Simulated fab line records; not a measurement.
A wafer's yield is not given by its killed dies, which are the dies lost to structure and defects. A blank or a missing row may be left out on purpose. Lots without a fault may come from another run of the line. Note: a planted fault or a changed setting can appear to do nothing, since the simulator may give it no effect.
A lot that was struck, set against a sound lot	flow rit cmos	14 steps out of a route of 202
Sound: wafers L921.1, L921.2, L921.6. The struck wafers were L928.1, L928.4, L928.6. The cause is named last.
Each step with rows lists, per side, the tool, then ch with its chambers, then its first start. Under that, the readings that differ: sound wafers	struck wafers	difference of the means	sigmas: that difference in standard deviations of wafers without a fault.
alike: readings whose means differ by less than 2 such deviations, and words and numbers that are the same on both sides. not compared: withheld readings, readings that some wafer has no value for, bounds like >300 that may hide the same value, and numbers for which the record gives no deviation and whose values overlap.
A row with sigmas, a row that says differs or no value, or rows on one side alone: a step with any of these is where the two part. Numbers that have no deviation but don't overlap get no sigmas and don't part them. A reading missing from all wafers of one side parts the sides only when that side holds two or more wafers.

first, 3 steps without rows for these wafers: RIT_NWELL_EXPOSE_03 (exposes mask M2, target cd 43900 nm); RIT_NWELL_PEB_04; RIT_NWELL_DEVELOP_05 (develop time 68 s).
RIT_NWELL_OVL_MEAS_06:
  sound: overlay-02 at day 2 02:44; struck: overlay-01 at day 3 12:51
  alike: NWELL_OVL
then, 2 steps without rows for these wafers: RIT_NWELL_HARDBAKE_07 (time 120 s); RIT_NWELL_IMPLANT_08.
RIT_NWELL_STRIP_09: strips in O2, time 180 s.
  sound on plasma asher-03 ch 0,1, day 2 03:10; struck on plasma asher-02 ch 0,1, day 3 13:17
  alike: chamber pressure mTorr, drypump motor current A
  not compared: rf hours counter h
RIT_NWELL_TW_MEAS_10:
  sound: film metro-03 at day 2 03:20; struck: film metro-01 at day 3 13:28
  alike: NWELL_TW
then, 2 steps without rows for these wafers: RIT_PWELL_HMDS_00 (prime time 60 s); RIT_PWELL_COAT_01 (resist thk 1300 nm).
RIT_PWELL_SOFTBAKE_02: time 61.06 s.
  sound on litho track-03 ch 0, day 2 03:42; struck on litho track-01 ch 0, day 3 13:49
  alike: plate sensor t centre C, plate sensor t edge C
then, 1 step without rows for these wafers: RIT_PWELL_EXPOSE_03 (exposes mask M3, target cd 43700 nm).
RIT_PWELL_PEB_04:
  sound on litho track-01 ch 0, day 2 03:58; struck on litho track-01, day 3 14:06
reading	sound	struck	difference	sigmas
exhaust pa (Pa)	44.9 45.3 44.9	- - -	no value on the struck wafers	
  not compared: chill plate temp C
then, 1 step without rows for these wafers: RIT_PWELL_DEVELOP_05 (develop time 68 s).

WHERE THEY PART
At RIT_PWELL_PEB_04 and nowhere else, as far as this record goes.

WHY: the cause the simulator had injected
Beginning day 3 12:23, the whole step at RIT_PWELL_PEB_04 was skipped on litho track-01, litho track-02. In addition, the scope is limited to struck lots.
